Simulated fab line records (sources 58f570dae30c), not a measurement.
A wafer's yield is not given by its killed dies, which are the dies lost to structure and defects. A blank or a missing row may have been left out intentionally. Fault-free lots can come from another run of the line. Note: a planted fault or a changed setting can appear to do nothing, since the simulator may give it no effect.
Split-lot experiment + flow berkeley_cmos170 + route with 331 steps; 5 lots, 23 wafers read

## THE SPLIT
At UCB170_NWELL_IMPLANT_14, the setting energy_kev was moved away from the recipe's 150 on 10 of the 23 wafers read, by -4.4% to +5.7%. The other wafers ran this setting at the recipe's value.

The split's own step is where the reading is taken.

## THE READING
The simulator's own value implant.drp_nm, read by no gauge, in nm at UCB170_NWELL_IMPLANT_14. The file gives no usual value for it.

| wafer  | tool, chamber at the split | energy_kev as run | against the recipe | implant.drp_nm, nm | against lot-mates on the recipe |
|--------|----------------------------|-------------------|--------------------|--------------------|---------------------------------|
| L074.1 | implanter-01, 0            | 145.9             | -2.7%              | 61.39              | -1.33                           |
| L074.3 | implanter-01, 0            | 145.9             | -2.7%              | 61.39              | -1.33                           |
| L074.4 | implanter-01, 0            | 145.9             | -2.7%              | 61.39              | -1.33                           |
| L074.5 | implanter-01, 0            | 150               | recipe             | 62.72              | -                               |
| L074.6 | implanter-01, 0            | 150               | recipe             | 62.72              | -                               |
| L080.1 | implanter-02, 0            | 143.4             | -4.4%              | 60.55              | -2.17                           |
| L080.5 | implanter-02, 0            | 143.4             | -4.4%              | 60.55              | -2.17                           |
| L080.2 | implanter-02, 0            | 150               | recipe             | 62.72              | -                               |
| L080.3 | implanter-02, 0            | 150               | recipe             | 62.72              | -                               |
| L080.4 | implanter-02, 0            | 150               | recipe             | 62.72              | -                               |
| L082.2 | implanter-04, 0            | 150               | recipe             | 62.72              | -                               |
| L082.4 | implanter-04, 0            | 150               | recipe             | 62.72              | -                               |
| L082.6 | implanter-04, 0            | 150               | recipe             | 62.72              | -                               |
| L081.1 | implanter-01, 0            | 158.5             | +5.7%              | 65.36              | +2.64                           |
| L081.4 | implanter-01, 0            | 158.5             | +5.7%              | 65.36              | +2.64                           |
| L081.2 | implanter-01, 0            | 150               | recipe             | 62.72              | -                               |
| L081.5 | implanter-01, 0            | 150               | recipe             | 62.72              | -                               |
| L081.6 | implanter-01, 0            | 150               | recipe             | 62.72              | -                               |
| L083.1 | implanter-02, 0            | 150               | recipe             | 62.72              | -                               |
| L083.6 | implanter-02, 0            | 150               | recipe             | 62.72              | -                               |
| L083.3 | implanter-02, 0            | 156.6             | +4.4%              | 64.78              | +2.06                           |
| L083.4 | implanter-02, 0            | 156.6             | +4.4%              | 64.78              | +2.06                           |
| L083.5 | implanter-02, 0            | 156.6             | +4.4%              | 64.78              | +2.06                           |

FIT RESULTS
A straight line over all 23 wafers: implant.drp_nm changes by +0.476 nm for each +1% of energy_kev; r = +1.00; the points scatter about the line by 0.027 nm.
The same after taking each lot's own level away (the mean of its wafers on the recipe; 23 wafers): +0.476 nm for each +1%; r = +1.00; scatter 0.027 nm.
The reading moves by 2.7 nm for the largest change in energy_kev, on that fit.
The lots' own levels span 62.720 to 62.720 nm.
The two slopes are in agreement: the lot-to-lot level therefore moves the slope only a little.
Check: +2.69 nm against its lot-mates is what the line predicts for one of the wafers moved furthest among these (+5.7%) when that wafer is left out of the fit. It came out at +2.64 nm against them.

## ADDITIONAL SPLITS CARRIED BY THESE WAFERS
Note: prior to the reading, these wafers also went through further splits. Each is held against what the fit with the lots' levels taken away leaves over:
| other split on the same wafers      | wafers away from the commonest value | r with implant.drp_nm (lot level and that fit taken away) |
|-------------------------------------|--------------------------------------|-----------------------------------------------------------|
| UCB170_START_OXIDATION_02 ox_time_s | 18                                   | +0.13                                                     |
| UCB170_NWELL_OXIDATION_01 ox_time_s | 15                                   | +0.03                                                     |

## THE WHOLE CHAIN: every reading that the file lists as answering this split, in the file's order
| step                    | what it does | reading                                                         | change (the file's fit)               | r (the file's) |
|-------------------------|--------------|-----------------------------------------------------------------|---------------------------------------|----------------|
| UCB170_NWELL_IMPLANT_14 |              | implant.rp_nm (the simulator's own value, which no gauge read)  | +1.98 nm for each +1% of the setting  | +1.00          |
| UCB170_NWELL_IMPLANT_14 |              | implant.drp_nm (the simulator's own value, which no gauge read) | +0.475 nm for each +1% of the setting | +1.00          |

## FILE'S OWN FIT
implant.drp_nm changes by +0.475 nm for each +1% of energy_kev, r = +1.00.
